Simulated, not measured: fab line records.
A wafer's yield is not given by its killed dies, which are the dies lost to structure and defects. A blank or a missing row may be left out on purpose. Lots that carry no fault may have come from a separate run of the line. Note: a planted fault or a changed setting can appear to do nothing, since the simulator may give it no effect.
Commonality check across tools | flow rit_cmos | Lots sampled 15, wafers sampled 45

== THE REASON FOR OPENING IT ==
3 of 15 lots carry a flag on the reading NLDD_TW at RIT_NLDD_TW_MEAS_10. Fault-free wafers read 2461, with a standard deviation of 14.
Rule: a lot gets a flag if all its wafers with a number sit over 4 standard deviations from that mean, or if no wafer of it has a number. All remaining lots are regarded as sound.

lot  | measured    | on            | NLDD_TW, wafer by wafer | flag
L431 | day 2 17:25 | film_metro-02 | 2467 2479 2468          |
L432 | day 2 22:22 | film_metro-01 | 2465 2477 2472          |
L433 | day 3 04:46 | film_metro-01 | 2463 2446 2454          |
L435 | day 3 15:28 | film_metro-01 | 2441 2450 2439          |
L436 | day 3 19:41 | film_metro-01 | 2904 2895 2882          | FLAGGED
L437 | day 3 23:09 | film_metro-03 | 2475 2454 2466          |
L440 | day 4 15:30 | film_metro-03 | 2912 2924 2930          | FLAGGED
L441 | day 4 20:20 | film_metro-03 | 2945 2950 2947          | FLAGGED
L442 | day 5 00:22 | film_metro-03 | 2460 2463 2459          |
L446 | day 5 23:59 | film_metro-01 | 2473 2458 2434          |
L448 | day 6 07:31 | film_metro-03 | 2481 2471 2478          |
L449 | day 6 14:05 | film_metro-02 | 2459 2441 2456          |
L450 | day 6 21:42 | film_metro-01 | 2444 2452 2431          |
L452 | day 7 06:37 | film_metro-02 | 2464 2436 2454          |
L454 | day 7 15:42 | film_metro-01 | 2457 2460 2457          |
On average the flagged lots' numbers are 2921, which is +460 against the usual, or +33 standard deviations.

== EACH LOT AND THE TOOL IT RAN ON ==
The record keeps 1 process step preceding the reading, out of 202 steps on the route. Every cell lists first the tool, next ch and the chambers used by the sampled wafers, and last the start.
lot  | flag    | RIT_NLDD_IMPLANT_08
L431 |         | implanter-03 ch 0, day 2 17:07
L432 |         | implanter-04 ch 0, day 2 22:05
L433 |         | implanter-03 ch 0, day 3 04:26
L435 |         | implanter-03 ch 0, day 3 15:09
L436 | FLAGGED | implanter-04 ch 0, day 3 18:59
L437 |         | implanter-02 ch 0, day 3 22:49
L440 | FLAGGED | implanter-03 ch 0, day 4 14:52
L441 | FLAGGED | implanter-04 ch 0, day 4 19:43
L442 |         | implanter-04 ch 0, day 5 00:02
L446 |         | implanter-02 ch 0, day 5 23:39
L448 |         | implanter-02 ch 0, day 6 07:11
L449 |         | implanter-04 ch 0, day 6 13:45
L450 |         | implanter-04 ch 0, day 6 21:22
L452 |         | implanter-03 ch 0, day 7 06:19
L454 |         | implanter-03 ch 0, day 7 15:23
What is done by these steps:
- RIT_NLDD_IMPLANT_08
- RIT_NLDD_TW_MEAS_10

== FLAGGED OVER TOTAL, TOOL BY TOOL (the gauges that took the reading come last) ==
step                | tool          | lots run | flagged | share of the flagged lots | sound lots run after its first flagged lot
RIT_NLDD_IMPLANT_08 | implanter-02  | 3        | 0       | none                      | -
RIT_NLDD_IMPLANT_08 | implanter-03  | 6        | 1       | some                      | 2 (L452,L454)
RIT_NLDD_IMPLANT_08 | implanter-04  | 6        | 2       | some                      | 3 (L442,L449,L450)
RIT_NLDD_TW_MEAS_10 | film_metro-01 | 7        | 1       | some                      | 3 (L446,L450,L454)
RIT_NLDD_TW_MEAS_10 | film_metro-02 | 3        | 0       | none                      | -
RIT_NLDD_TW_MEAS_10 | film_metro-03 | 5        | 2       | some                      | 2 (L442,L448)

== THE TABLE: WHAT IT ALLOWS ==
No row of the table ran every flagged lot.

== WHAT WAS PUT IN BY THE SIMULATOR ==
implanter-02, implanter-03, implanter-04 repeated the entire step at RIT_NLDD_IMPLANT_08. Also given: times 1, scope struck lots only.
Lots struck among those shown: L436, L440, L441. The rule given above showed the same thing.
